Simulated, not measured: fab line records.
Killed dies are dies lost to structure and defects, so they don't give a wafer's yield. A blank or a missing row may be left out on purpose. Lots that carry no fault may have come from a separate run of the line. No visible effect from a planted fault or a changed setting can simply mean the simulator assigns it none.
Split-lot study	flow berkeley-cmos170	on a route of 331 steps: 5 lots, 13 wafers read

## SPLIT DETAILS
At UCB170_CONTACT_CVD_01 (deposits PSG from SiH4/O2/PH3, target thk 700 nm, time 2820 s), the setting sih4-flow-sccm was moved away from the recipe's 60 sccm on 3 of the 13 wafers read, by -14.2%. All remaining wafers had this setting at the recipe value.

## FROM THE SPLIT TO THE READING: what the file shows between them, 1 step
- UCB170_CONTACT_ETCH_17: etches BARC in N2/H2 (also split here: pressure-mtorr)

## THE READING
etch.depth-nm (the simulator's own value, which no gauge read), in nm, at UCB170_CONTACT_ETCH_18 (etches PSG in CHF3/CF4/Ar, stops on TiSi2, target depth 840 nm, time 195 s). The file does not state a usual value for it. Across the 10 wafers here that went through the recipe, the average is 702.1 nm and the standard deviation 3.1 nm.

wafer	tool, chamber at the split	sih4-flow-sccm as run, sccm	against the recipe	etch.depth-nm, nm	against lot-mates on the recipe
L075.1	lpcvd-02, 1	60	recipe	700.3	-
L075.5	lpcvd-02, 1	60	recipe	699.8	-
L075.6	lpcvd-02, 1	60	recipe	696.2	-
L078.3	-, -	60	recipe	703.4	-
L078.4	-, -	60	recipe	700.4	-
L080.3	-, -	60	recipe	702.8	-
L080.4	-, -	60	recipe	700.6	-
L080.6	-, -	60	recipe	707.2	-
L082.3	-, -	60	recipe	704.2	-
L082.6	-, -	60	recipe	706.3	-
L083.2	-, -	51.48	-14.2%	670.7	no lot-mate on the recipe
L083.5	-, -	51.48	-14.2%	671.4	no lot-mate on the recipe
L083.6	-, -	51.48	-14.2%	670.3	no lot-mate on the recipe

FIT RESULTS
A straight line over all 13 wafers: etch.depth-nm changes by +2.21 nm for each +1% of sih4-flow-sccm; r = +0.98; the points scatter about the line by 3 nm.
Too few moved wafers with a lot-mate on the recipe to fit a line net of each lot's own level.

## FILE'S OWN FIT
etch.depth-nm changes by +2.2 nm for each +1% of sih4-flow-sccm, r = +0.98.
